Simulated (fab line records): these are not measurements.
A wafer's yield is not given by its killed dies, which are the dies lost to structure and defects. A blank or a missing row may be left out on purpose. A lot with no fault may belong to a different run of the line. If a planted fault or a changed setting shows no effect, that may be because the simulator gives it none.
Matching of chambers || flow berkeley_cmos170 || UCB170_SPACER_CVD_00 on pecvd-04: 3 sister chambers
The step deposits SiO2 from TEOS/O2, target thk 376 nm, time 47 s. 24 wafers are shown with their chamber, then 12 later ones without.

== WAFERS PAIRED WITH THEIR CHAMBERS ==
{"wafer": "L075.3", "chamber": 0, "heater_power_w (W)": 220}
{"wafer": "L075.5", "chamber": 1, "heater_power_w (W)": 309}
{"wafer": "L075.6", "chamber": 0, "heater_power_w (W)": 231}
{"wafer": "L076.1", "chamber": 1, "heater_power_w (W)": 254}
{"wafer": "L076.3", "chamber": 0, "heater_power_w (W)": 254}
{"wafer": "L076.6", "chamber": 1, "heater_power_w (W)": 268}
{"wafer": "L078.1", "chamber": 0, "heater_power_w (W)": 205}
{"wafer": "L078.2", "chamber": 2, "heater_power_w (W)": 193}
{"wafer": "L078.3", "chamber": 1, "heater_power_w (W)": 261}
{"wafer": "L078.4", "chamber": 1, "heater_power_w (W)": 274}
{"wafer": "L078.5", "chamber": 2, "heater_power_w (W)": 204}
{"wafer": "L078.6", "chamber": 0, "heater_power_w (W)": 224}
{"wafer": "L081.1", "chamber": 2, "heater_power_w (W)": 202}
{"wafer": "L081.3", "chamber": 0, "heater_power_w (W)": 274}
{"wafer": "L081.6", "chamber": 2, "heater_power_w (W)": 213}
{"wafer": "L085.1", "chamber": 0, "heater_power_w (W)": 260}
{"wafer": "L085.2", "chamber": 1, "heater_power_w (W)": 319}
{"wafer": "L085.4", "chamber": 0, "heater_power_w (W)": 275}
{"wafer": "L088.1", "chamber": 2, "heater_power_w (W)": 232}
{"wafer": "L088.2", "chamber": 0, "heater_power_w (W)": 254}
{"wafer": "L088.3", "chamber": 1, "heater_power_w (W)": 304}
{"wafer": "L088.4", "chamber": 0, "heater_power_w (W)": 257}
{"wafer": "L088.5", "chamber": 2, "heater_power_w (W)": 155}
{"wafer": "L088.6", "chamber": 1, "heater_power_w (W)": 298}

SIGNATURES, as means of the wafers listed above
{"reading": "heater_power_w", "chamber 0": 245.40, "chamber 1": 285.88, "chamber 2": 199.83, "scatter within a chamber": 24.5}
Rule: for each reading, subtract the chamber's mean from the wafer's reading, divide by that reading's scatter and square the result; add these up over the readings and take the root, which gives the wafer's distance from the chamber. The wafer belongs to the nearest chamber; if the next one is less than 2 further off, it can't be placed. The scatter is the square root of a quotient: the sum, over the shown wafers, of each reading's squared deviation from its chamber's mean, divided by wafers minus chambers.

== WAFERS WITH NO CHAMBER GIVEN ==
{"wafer": "L086.3", "heater_power_w (W)": 241}
{"wafer": "L086.5", "heater_power_w (W)": 251}
{"wafer": "L086.6", "heater_power_w (W)": 210}
{"wafer": "L091.3", "heater_power_w (W)": 239}
{"wafer": "L091.4", "heater_power_w (W)": 274}
{"wafer": "L091.6", "heater_power_w (W)": 266}
{"wafer": "L092.1", "heater_power_w (W)": 176}
{"wafer": "L092.2", "heater_power_w (W)": 306}
{"wafer": "L092.3", "heater_power_w (W)": 232}
{"wafer": "L092.4", "heater_power_w (W)": 193}
{"wafer": "L092.5", "heater_power_w (W)": 237}
{"wafer": "L092.6", "heater_power_w (W)": 318}

== WHICH CHAMBER EACH ONE RAN IN ==
{"wafer": "L086.3", "from the rows above": "can't be placed: 0 or 2 or 1", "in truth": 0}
{"wafer": "L086.5", "from the rows above": "can't be placed: 0 or 1 or 2", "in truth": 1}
{"wafer": "L086.6", "from the rows above": "can't be placed: 2 or 0", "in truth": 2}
{"wafer": "L091.3", "from the rows above": "can't be placed: 0 or 2 or 1", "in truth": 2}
{"wafer": "L091.4", "from the rows above": "can't be placed: 1 or 0", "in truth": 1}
{"wafer": "L091.6", "from the rows above": "can't be placed: 1 or 0 or 2", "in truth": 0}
{"wafer": "L092.1", "from the rows above": "can't be placed: 2 or 0", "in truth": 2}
{"wafer": "L092.2", "from the rows above": "can't be placed: 1 or 0", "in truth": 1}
{"wafer": "L092.3", "from the rows above": "can't be placed: 0 or 2 or 1", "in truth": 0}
{"wafer": "L092.4", "from the rows above": "can't be placed: 2 or 0", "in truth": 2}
{"wafer": "L092.5", "from the rows above": "can't be placed: 0 or 2 or 1", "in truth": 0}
{"wafer": "L092.6", "from the rows above": "can't be placed: 1 or 0", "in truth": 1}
0 of 12 placed correctly. These rows do not allow placing 12 (true chamber among the candidates in 12). Number placed wrongly: 0.
